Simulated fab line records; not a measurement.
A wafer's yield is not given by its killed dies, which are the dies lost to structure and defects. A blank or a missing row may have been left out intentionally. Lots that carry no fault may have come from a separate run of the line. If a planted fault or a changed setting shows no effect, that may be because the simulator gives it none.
What tool caused it?	flow rit cmos	Sampling: 14 lots, 42 wafers, 3 of 202 route steps

## WHAT THE GAUGES SHOWED, per wafer
RIT_NLDD_TW_MEAS_10. Usual: for NLDD_TW the level is 2481 and the standard deviation is 15.
lot	measured	on	NLDD_TW	flag
L288	day 2 19:32	film metro-03	2463 2474 2473	
L289	day 2 22:55	film metro-04	2483 2478 2490	
L290	day 3 11:04	film metro-01	2480 2485 2487	
L291	day 3 18:07	film metro-03	2474 2465 2465	
L292	day 4 00:57	film metro-01	2495 2517 2499	
L293	day 4 02:51	film metro-01	2483 2493 2495	
L294	day 4 05:34	film metro-03	2488 2479 2486	
L295	day 4 13:12	film metro-04	2498 2484 2489	
L297	day 5 07:07	film metro-01	2515 2507 2498	
L298	day 5 07:22	film metro-03	2455 2469 2464	
L299	day 5 07:55	film metro-01	2974 2970 2978 2972 2983 2972	OFF
L303	day 6 05:32	film metro-03	2483 2466 2472	
L304	day 6 13:27	film metro-04	2930 2932 2926 2926 2916 2911	OFF
L311	day 7 14:37	film metro-01	2488 2492 2493	

RIT_SDANNEAL_RS_MEAS_07: measurement is done with a four-point probe. Usual: for NLDD_RS the level is 151.6 ohm/sq and the standard deviation is 0.51.
lot	measured	on	NLDD_RS (ohm/sq)	flag
L288	day 3 03:23	film metro-04	152.1 152.1 152.2	
L289	day 3 06:50	film metro-03	151.8 151.8 151.6	
L290	day 3 19:53	film metro-01	151.2 151.3 151.1	
L291	day 4 02:13	film metro-03	150.6 151.0 151.3	
L292	day 4 09:01	film metro-04	151.1 151.1 151.3	
L293	day 4 10:34	film metro-04	151.5 151.6 151.3	
L294	day 4 14:11	film metro-01	151.9 151.1 151.3	
L295	day 4 21:04	film metro-01	151.4 151.3 151.2	
L297	day 5 15:06	film metro-03	152.0 151.9 151.9	
L298	day 5 15:29	film metro-04	152.1 151.5 151.7	
L299	day 5 20:47	film metro-04	86.4 86.3 86.3 86.6 86.6 86.4	OFF
L303	day 6 13:34	film metro-01	150.1 150.6 150.5	
L304	day 7 02:20	film metro-03	87.1 87.3 87.3 87.3 87.4 87.3	OFF
L311	day 7 22:25	film metro-04	152.0 151.2 151.7	

## TOOL THAT RAN EACH LOT (tool first, then ch and the chambers of the sampled wafers, then the start)
lot	RIT_NLDD_IMPLANT_08
L288	implanter-01 ch 0, day 2 19:13
L289	implanter-03 ch 0, day 2 22:35
L290	implanter-03 ch 0, day 3 10:45
L291	implanter-01 ch 0, day 3 17:47
L292	implanter-03 ch 0, day 4 00:37
L293	implanter-04 ch 0, day 4 02:31
L294	implanter-01 ch 0, day 4 05:14
L295	implanter-03 ch 0, day 4 12:53
L297	implanter-04 ch 0, day 5 06:47
L298	implanter-01 ch 0, day 5 07:05
L299	implanter-04 ch 0, day 5 07:19
L303	implanter-03 ch 0, day 6 05:13
L304	implanter-01 ch 0, day 6 12:49
L311	implanter-04 ch 0, day 7 14:18
- RIT_NLDD_IMPLANT_08

## AS READ BY THE TOOLS THEMSELVES (means over the sampled wafers that have a number; for cases with no such wafer, the mark the record gives instead)
RIT_NLDD_IMPLANT_08. Usual: beam on s 10.03 s, standard deviation 0.22; faraday current uA 1569, standard deviation 34.
lot	tool	beam on s (s)	faraday current uA	flag
L288	implanter-01	10.02	1567	
L289	implanter-03	10.01	1576	
L290	implanter-03	10.12	1550	
L291	implanter-01	10.04	1569	
L292	implanter-03	9.95	1581	
L293	implanter-04	10.21	1546	
L294	implanter-01	10.06	1559	
L295	implanter-03	9.92	1582	
L297	implanter-04	10.12	1556	
L298	implanter-01	10.12	1557	
L299	implanter-04	10.03	1566	
L303	implanter-03	10.14	1550	
L304	implanter-01	10.07	1563	
L311	implanter-04	10.24	1535	

## THE ANSWER, worked out from the rows above alone
Rule: a lot counts as off when the mean over its wafers that have a number is more than 3 standard deviations away from the usual mean. A lot without any number at a reading at which 4 lots or more have one is off too. Where the step has rows for the other lots, those lots are counted as sound. The gauges are gone through in route order, then the tools' own readings, and for those a lot's mean is taken as printed above. The first step at which some lot is off is used, and at that step the reading that is off furthest; a lot without a number counts as furthest.
Off: L299, L304, seen at RIT_NLDD_TW_MEAS_10 (NLDD_TW).
If a tool, at a process step before that reading, ran all the lots that are off and no sound lot after the first of them, it fits. Gauges at RIT_NLDD_TW_MEAS_10: tried the same way as those tools. Not one of the candidates tried fits.

## WHAT THE SIMULATOR HAD PUT IN
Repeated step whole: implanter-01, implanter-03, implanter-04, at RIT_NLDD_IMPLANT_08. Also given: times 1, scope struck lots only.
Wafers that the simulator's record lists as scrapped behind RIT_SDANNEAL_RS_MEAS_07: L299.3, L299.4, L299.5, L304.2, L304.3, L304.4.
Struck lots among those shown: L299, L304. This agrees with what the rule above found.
